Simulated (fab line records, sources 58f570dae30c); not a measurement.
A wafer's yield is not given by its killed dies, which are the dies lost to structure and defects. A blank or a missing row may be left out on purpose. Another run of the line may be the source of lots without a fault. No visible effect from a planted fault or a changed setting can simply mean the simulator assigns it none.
Matching of chambers / flow berkeley_cmos170 / rie_diel-04 running UCB170_CONTACT_ETCH_17: 4 sister chambers
The step etches BARC in N2/H2. 8 wafers are shown with their chamber, then 7 later ones without.

== WAFERS WITH THEIR CHAMBER ==
wafer=L180.6; chamber=2; throttle_valve_pct (%)=13.43; drypump_motor_current_A (A)=6.1
wafer=L183.2; chamber=0; throttle_valve_pct (%)=13.30; drypump_motor_current_A (A)=5.7
wafer=L183.4; chamber=3; throttle_valve_pct (%)=13.49; drypump_motor_current_A (A)=6.2
wafer=L183.6; chamber=3; throttle_valve_pct (%)=13.48; drypump_motor_current_A (A)=6.2
wafer=L184.4; chamber=2; throttle_valve_pct (%)=13.44; drypump_motor_current_A (A)=6.0
wafer=L184.6; chamber=1; throttle_valve_pct (%)=13.28; drypump_motor_current_A (A)=5.9
wafer=L187.1; chamber=1; throttle_valve_pct (%)=13.27; drypump_motor_current_A (A)=5.9
wafer=L187.4; chamber=0; throttle_valve_pct (%)=13.31; drypump_motor_current_A (A)=5.7

== WAFERS WITH NO CHAMBER GIVEN ==
wafer=L187.6; throttle_valve_pct (%)=13.40; drypump_motor_current_A (A)=6.1
wafer=L189.2; throttle_valve_pct (%)=13.28; drypump_motor_current_A (A)=6.0
wafer=L189.3; throttle_valve_pct (%)=13.43; drypump_motor_current_A (A)=6.0
wafer=L189.6; throttle_valve_pct (%)=13.47; drypump_motor_current_A (A)=6.2
wafer=L199.3; throttle_valve_pct (%)=13.28; drypump_motor_current_A (A)=5.9
wafer=L199.4; throttle_valve_pct (%)=13.31; drypump_motor_current_A (A)=5.7
wafer=L199.6; throttle_valve_pct (%)=13.28; drypump_motor_current_A (A)=5.9

== THE CHAMBER EACH PASSED THROUGH ==
wafer=L187.6; from the rows above=2; in truth=2
wafer=L189.2; from the rows above=1; in truth=1
wafer=L189.3; from the rows above=2; in truth=2
wafer=L189.6; from the rows above=3; in truth=3
wafer=L199.3; from the rows above=1; in truth=1
wafer=L199.4; from the rows above=0; in truth=0
wafer=L199.6; from the rows above=1; in truth=1
Correctly placed: 7 of 7. From these rows, 0 cannot be placed. Number placed wrongly: 0.
How it was worked out, from the rows above alone: a wafer's distance from a chamber is the root of the sum, over the readings, of the square of ((its reading less the chamber's mean) divided by the reading's scatter). If the next closest chamber is less than 2 further off than the closest, the wafer can't be placed; otherwise it belongs to the closest. Each chamber's mean is taken over the wafers shown for it. How the scatter is found: for the shown wafers, subtract from each reading the mean of its chamber, square and add these, divide the total by (wafers less chambers), then take the root.
